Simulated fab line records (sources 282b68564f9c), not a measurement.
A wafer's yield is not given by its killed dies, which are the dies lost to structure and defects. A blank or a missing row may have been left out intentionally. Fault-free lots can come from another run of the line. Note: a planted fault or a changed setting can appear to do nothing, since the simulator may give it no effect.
Comparing a struck lot with a sound one -- flow rit cmos -- 16 out of 202 route steps
Sound: wafers L250.1, L250.2, L250.4. Struck: wafers L269.1, L269.4 (left out: L269.6, a lot-mate that was not struck); the cause follows at the end.
Each step with rows lists, per side, the tool, then ch with its chambers, then its first start. Under that, the readings that differ: sound wafers -- struck wafers -- difference of the means -- sigmas: that difference in standard deviations of wafers without a fault.
alike: same words and numbers on both sides, and readings whose means sit less than 2 such deviations apart. not compared: any withheld reading, any reading some wafer has no value for, any bound like >300 that may hide the same value, and any number with overlapping values for which the record gives no deviation.
Wherever a step has rows on one side only, a row that says differs or no value, or a row with sigmas, the two part there. Numbers that have no deviation but don't overlap get no sigmas and don't part them. A reading missing from all wafers of one side parts the sides only when that side holds two or more wafers.

RIT_SDANNEAL_RTA_03: time 5 s.
  sound on rtp anneal-01 ch 0, day 3 16:56; struck on rtp anneal-01 ch 0, day 8 01:20
  alike: wafer_temp_C_max
RIT_SDANNEAL_RS_MEAS_04: uses a four-point probe to measure.
  sound on film metro-04, day 3 16:59; struck on film metro-03, day 8 01:23
  alike: PSD_RS
RIT_SDANNEAL_RS_MEAS_05: uses a four-point probe to measure.
  sound on film metro-04, day 3 17:06; struck on film metro-03, day 8 01:31
  alike: NSD_RS
RIT_SDANNEAL_RS_MEAS_06: uses a four-point probe to measure.
  sound on film metro-04, day 3 17:13; struck on film metro-03, day 8 01:38
  alike: PLDD_RS
RIT_SDANNEAL_RS_MEAS_07: uses a four-point probe to measure.
  sound on film metro-04, day 3 17:20; struck on film metro-03, day 8 01:45
  alike: NLDD_RS
then, 1 step without rows for these wafers: RIT_SILICIDE_WET_ETCH_00 (etches SiO2 in BOE, target depth 14 nm, time 15 s).
RIT_SILICIDE_SPUTTER_01: material Ti, target thk 30 nm, time 240 s.
  sound on pvd sputter-02, day 3 17:29; struck on pvd sputter-01, day 8 01:53
  alike: throttle valve pct
RIT_SILICIDE_RS_MEAS_02: uses a four-point probe to measure.
  sound on film metro-01, day 3 17:38; struck on film metro-01, day 8 02:02
  alike: SILICIDE_TI_RS
RIT_SILICIDE_THK_MEAS_03: measures by xrf.
  sound on film metro-01, day 3 17:45; struck on film metro-01, day 8 02:09
  alike: SILICIDE_TI_THK
RIT_SILICIDE_RTA_04: time 10 s, ramp up 5 s, ramp down 5 s.
  sound on rtp anneal-02 ch 0, day 3 17:49; struck on rtp anneal-02 ch 0, day 8 02:13
  alike: wafer_temp_C_max
then, 1 step without rows for these wafers: RIT_SILICIDE_WET_ETCH_05 (etches Ti in SPM, time 120 s).
RIT_SILICIDE_RTA_06: time 10 s, ramp up 5 s, ramp down 10 s.
  sound on rtp anneal-01 ch 0, day 3 17:55; struck on rtp anneal-01 ch 0, day 8 02:19
  alike: wafer_temp_C_max
RIT_CONTACT_CVD_00: deposits SiO2 from TEOS, target thk 400 nm, time 61 s.
  sound on pecvd-02 ch 0,1,2, day 3 17:59; struck on pecvd-03 ch 0, day 8 02:23
  alike: heater power w
RIT_CONTACT_THK_MEAS_01:
  sound on film metro-03, day 3 18:02; struck on film metro-01, day 8 02:26
reading,sound,struck,difference,sigmas
CONTACT_TEOS_THK (nm),406 394 401,322 326,-76,-13
then, 1 step without rows for these wafers: RIT_CONTACT_HMDS_02 (prime time 60 s).
RIT_M1_PROBE_99:
  rows exist in the record for the struck wafers here (prober-02, day 8 10:23), but not for the sound ones

== WHERE THEY PART ==
At RIT_CONTACT_THK_MEAS_01 first; at RIT_M1_PROBE_99 last (within this record only).

WHY: the cause the simulator had injected
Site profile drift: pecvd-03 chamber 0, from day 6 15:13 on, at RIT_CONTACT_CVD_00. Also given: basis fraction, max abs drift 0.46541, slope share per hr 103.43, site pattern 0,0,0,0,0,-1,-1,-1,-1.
